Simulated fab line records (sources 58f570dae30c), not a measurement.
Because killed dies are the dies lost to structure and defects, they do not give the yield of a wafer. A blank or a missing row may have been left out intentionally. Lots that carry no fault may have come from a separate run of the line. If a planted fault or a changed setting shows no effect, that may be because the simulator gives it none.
Split-lot study ; flow berkeley-cmos170 ; 23 wafers read across 5 lots, on a route 331 steps long

== THE SPLIT ==
At UCB170_PWELL_CVD_05 (deposits Si3N4 from SiH2Cl2/NH3, target thk 220 nm, time 3300 s), the setting pressure-mtorr was moved away from the recipe's 200 mTorr on 10 of the 23 wafers read, by -11.3% to +11.7%. All remaining wafers had this setting at the recipe value.

The file shows no step between the split and the reading.

== THE READING ==
PWELL_NITRIDE_THK (nm), taken at UCB170_PWELL_THK_MEAS_06. On this fab line, fault-free wafers typically give 221.1 nm with a standard deviation of 1.5 nm.

wafer;tool, chamber at the split;pressure-mtorr as run, mTorr;against the recipe;PWELL_NITRIDE_THK, nm;against lot-mates on the recipe
L074.1;lpcvd-02, 0;200;recipe;220.8;-
L074.2;lpcvd-02, 0;200;recipe;220.7;-
L074.3;lpcvd-02, 0;200;recipe;218.1;-
L076.1;-, -;223.5;+11.7%;226.2;no lot-mate on the recipe
L076.2;-, -;223.5;+11.7%;227.2;no lot-mate on the recipe
L076.3;-, -;223.5;+11.7%;226.8;no lot-mate on the recipe
L076.4;-, -;223.5;+11.7%;227.8;no lot-mate on the recipe
L076.6;-, -;223.5;+11.7%;227.3;no lot-mate on the recipe
L077.1;-, -;200;recipe;221.6;-
L077.3;-, -;200;recipe;219.6;-
L077.4;-, -;200;recipe;220.8;-
L077.5;-, -;200;recipe;220.8;-
L077.6;-, -;200;recipe;221.4;-
L081.2;-, -;177.3;-11.3%;214.5;no lot-mate on the recipe
L081.3;-, -;177.3;-11.3%;214.5;no lot-mate on the recipe
L081.4;-, -;177.3;-11.3%;214.9;no lot-mate on the recipe
L081.5;-, -;177.3;-11.3%;216.0;no lot-mate on the recipe
L081.6;-, -;177.3;-11.3%;213.5;no lot-mate on the recipe
L082.2;-, -;200;recipe;221.9;-
L082.3;-, -;200;recipe;220.8;-
L082.4;-, -;200;recipe;222.6;-
L082.5;-, -;200;recipe;221.8;-
L082.6;-, -;200;recipe;221.1;-

FIT RESULTS
A straight line over all 23 wafers: PWELL_NITRIDE_THK changes by +0.536 nm for each +1% of pressure-mtorr; r = +0.97; the points scatter about the line by 0.97 nm.
Too few moved wafers have a lot-mate on the recipe to fit a line with each lot's own level taken away.

== THE WHOLE CHAIN: every reading that the file lists as answering this split, in the file's order ==
step;what it does;reading;change (the file's fit);r (the file's)
UCB170_PWELL_CVD_05;deposits Si3N4 from SiH2Cl2/NH3, target thk 220 nm, time 3300 s;Si3N4_of_PWELL_CVD_05.thk-nm (the simulator's own value, which no gauge read);+0.532 nm for each +1% of the setting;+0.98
UCB170_PWELL_THK_MEAS_06;;PWELL_NITRIDE_THK;+0.535 for each +1% of the setting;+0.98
UCB170_PWELL_ETCH_14;etches Si3N4 in CH3F/Ar/O2, stops on SiO2, target depth 242 nm, time 151 s;etch.depth-nm (the simulator's own value, which no gauge read);+0.568 nm for each +1% of the setting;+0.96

== FILE'S OWN FIT ==
PWELL_NITRIDE_THK changes by +0.535 nm for each +1% of pressure-mtorr, r = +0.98.
